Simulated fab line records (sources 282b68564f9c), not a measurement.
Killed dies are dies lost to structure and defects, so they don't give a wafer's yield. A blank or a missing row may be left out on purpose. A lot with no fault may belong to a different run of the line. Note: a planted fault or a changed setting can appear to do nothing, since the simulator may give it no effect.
The tool behind it: which one? -- flow rit_cmos -- 42 wafers sampled from 14 lots at 1 step of a route of 202

WHAT THE GAUGES SHOWED, per wafer
The record lacks any reading of a measuring or inspecting step that a usual standard deviation could be used to judge.

EACH LOT AND THE TOOL THAT RAN IT (in order: tool; ch and the chambers of the sampled wafers; start)
lot,RIT_WELLDRIVE_ANNEAL_00
L728,"furnace-03 ch 0, day 1 23:56"
L729,"furnace-01 ch 0, day 2 07:55"
L736,"furnace-04, day 3 14:45"
L737,"furnace-03, day 4 00:48"
L742,"furnace-01 ch 0, day 4 21:56"
L743,"furnace-04 ch 0, day 5 04:16"
L744,"furnace-04 ch 0, day 5 09:21"
L745,"furnace-03 ch 0, day 5 13:25"
L746,"furnace-01 ch 0, day 5 17:10"
L747,"furnace-01 ch 0, day 5 22:16"
L748,"furnace-03 ch 0, day 6 02:42"
L749,"furnace-01 ch 0, day 6 09:41"
L750,"furnace-01 ch 0, day 6 14:46"
L751,"furnace-01 ch 0, day 6 19:51"
- RIT_WELLDRIVE_ANNEAL_00: time 14700 s.

AS READ BY THE TOOLS THEMSELVES (means over the sampled wafers that have a number; for cases with no such wafer, the mark the record gives instead)
RIT_WELLDRIVE_ANNEAL_00.
lot,tool,run_length_s (s),spike_tc_centre_C (C),zone_power_source_pct (%)
L728,furnace-03,18260,1102.9,43
L729,furnace-01,18264,1101.0,41
L736,furnace-04,-,-,-
L737,furnace-03,-,-,-
L742,furnace-01,18283,1100.9,41
L743,furnace-04,18264,1102.5,48
L744,furnace-04,18261,1102.5,49
L745,furnace-03,18248,1101.3,44
L746,furnace-01,18271,1101.1,41
L747,furnace-01,18271,1100.5,41
L748,furnace-03,18261,1101.5,43
L749,furnace-01,18268,1100.9,41
L750,furnace-01,18273,1101.2,41
L751,furnace-01,18273,1101.0,41

THE ANSWER, worked out from the rows above alone
Rule: the lots themselves supply what counts as usual. The widest of any qualifying gaps counts: lots, ordered by their means at a reading, are off when they make up no more than a third of the lots, leave a main group of 4 or more, and stand apart from it by 3 or more times the standard deviation of that group's means. A main group is skipped when, at the precision printed for the reading in the tables above, its means are all equal. A lot without any number at a reading at which 4 lots or more have one is off too. Any other lot the step has rows for is counted as sound. After the gauges, taken in route order, come the tools' own readings; for these a lot's mean is taken, as printed above. The first step at which some lot is off is used, and at that step the reading that is off furthest; a lot without a number counts as furthest.
Off at RIT_WELLDRIVE_ANNEAL_00 (run_length_s): L736, L737. Without a number there: L736, L737. For the main group the mean is 18266 s and the standard deviation 8.5.
If a tool, at that step or one of the process steps before it, ran each lot that is off and ran no sound lot following the first of them, it fits. None of those tried fits.

WHAT THE SIMULATOR HAD PUT IN
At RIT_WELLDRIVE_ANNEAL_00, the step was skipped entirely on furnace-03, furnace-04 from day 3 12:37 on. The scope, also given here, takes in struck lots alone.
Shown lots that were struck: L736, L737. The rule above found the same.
